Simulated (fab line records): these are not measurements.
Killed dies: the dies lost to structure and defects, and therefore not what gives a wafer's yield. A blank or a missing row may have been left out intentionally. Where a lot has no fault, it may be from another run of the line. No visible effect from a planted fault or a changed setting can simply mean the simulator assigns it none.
Which tool is to blame? + flow berkeley-cmos170 + 42 wafers from 14 lots sampled at 2 of the route's 331 steps

WHAT THE GAUGES SHOWED, per wafer
UCB170_PWELL_TW_MEAS_17. Usual: PWELL_TW typically reads 377, with standard deviation 4.3.
| lot  | measured    | on            | PWELL_TW    | flag |
|------|-------------|---------------|-------------|------|
| L964 | day 2 22:02 | film-metro-02 | 473 471 472 | OFF  |
| L966 | day 3 15:49 | film-metro-04 | 471 471 472 | OFF  |
| L967 | day 3 17:42 | film-metro-04 | 383 381 383 |      |
| L970 | day 4 03:28 | film-metro-04 | 378 379 379 |      |
| L975 | day 5 07:22 | film-metro-02 | 379 379 380 |      |
| L979 | day 5 21:53 | film-metro-02 | 381 378 380 |      |
| L978 | day 5 22:01 | film-metro-04 | 378 381 381 |      |
| L980 | day 6 07:07 | film-metro-04 | 381 379 381 |      |
| L981 | day 6 10:24 | film-metro-02 | 380 377 380 |      |
| L982 | day 6 19:34 | film-metro-01 | 370 372 373 |      |
| L983 | day 7 00:11 | film-metro-01 | 372 371 371 |      |
| L984 | day 7 00:13 | film-metro-04 | 381 379 380 |      |
| L985 | day 7 07:10 | film-metro-02 | 380 380 380 |      |
| L987 | day 7 13:30 | film-metro-04 | 380 380 381 |      |

EACH LOT AND THE TOOL THAT RAN IT (in order: tool; ch and the chambers of the sampled wafers; start)
| lot  | UCB170_PWELL_IMPLANT_15        |
|------|--------------------------------|
| L964 | implanter-01 ch 0, day 2 21:07 |
| L966 | implanter-04 ch 0, day 3 15:16 |
| L967 | implanter-01 ch 0, day 3 17:29 |
| L970 | implanter-01 ch 0, day 4 03:14 |
| L975 | implanter-01 ch 0, day 5 07:08 |
| L979 | implanter-01 ch 0, day 5 21:39 |
| L978 | implanter-04 ch 0, day 5 21:49 |
| L980 | implanter-04 ch 0, day 6 06:55 |
| L981 | implanter-02 ch 0, day 6 10:11 |
| L982 | implanter-04 ch 0, day 6 19:21 |
| L983 | implanter-02 ch 0, day 6 23:56 |
| L984 | implanter-01 ch 0, day 6 23:59 |
| L985 | implanter-04 ch 0, day 7 06:55 |
| L987 | implanter-02 ch 0, day 7 13:15 |
- UCB170_PWELL_IMPLANT_15

WHAT THE TOOLS THEMSELVES READ (means of the sampled wafers that have a number; where no wafer has one, the mark that the record gives instead)
UCB170_PWELL_IMPLANT_15. Usual: tilt-deg 6.994 degrees, standard deviation 0.019.
| lot  | tool         | tilt-deg (degrees) | flag |
|------|--------------|--------------------|------|
| L964 | implanter-01 | 6.995              |      |
| L966 | implanter-04 | 6.998              |      |
| L967 | implanter-01 | 7.011              |      |
| L970 | implanter-01 | 6.988              |      |
| L975 | implanter-01 | 7.015              |      |
| L979 | implanter-01 | 6.961              |      |
| L978 | implanter-04 | 6.994              |      |
| L980 | implanter-04 | 6.993              |      |
| L981 | implanter-02 | 7.003              |      |
| L982 | implanter-04 | 6.971              |      |
| L983 | implanter-02 | 6.965              |      |
| L984 | implanter-01 | 6.985              |      |
| L985 | implanter-04 | 7.009              |      |
| L987 | implanter-02 | 6.993              |      |

THE ANSWER, worked out from the rows above alone
Rule: a lot counts as off when the mean over its wafers that have a number is more than 3 standard deviations away from the usual mean. A lot without any number at a reading at which 4 lots or more have one is off too. All remaining lots with rows at the step are treated as sound. Order of review: gauges by route order, followed by the tools' own readings, for which a lot's mean as printed above is used. At the first step where some lot is off, the reading lying furthest off is the one used; lots without a number count as furthest.
Off: L964, L966, seen at UCB170_PWELL_TW_MEAS_17 (PWELL_TW).
If a tool, at a process step before that reading, ran all the lots that are off and no sound lot after the first of them, it fits. The gauges at UCB170_PWELL_TW_MEAS_17 are tried like those tools. Not one of the candidates tried fits.

WHAT WAS PUT IN BY THE SIMULATOR
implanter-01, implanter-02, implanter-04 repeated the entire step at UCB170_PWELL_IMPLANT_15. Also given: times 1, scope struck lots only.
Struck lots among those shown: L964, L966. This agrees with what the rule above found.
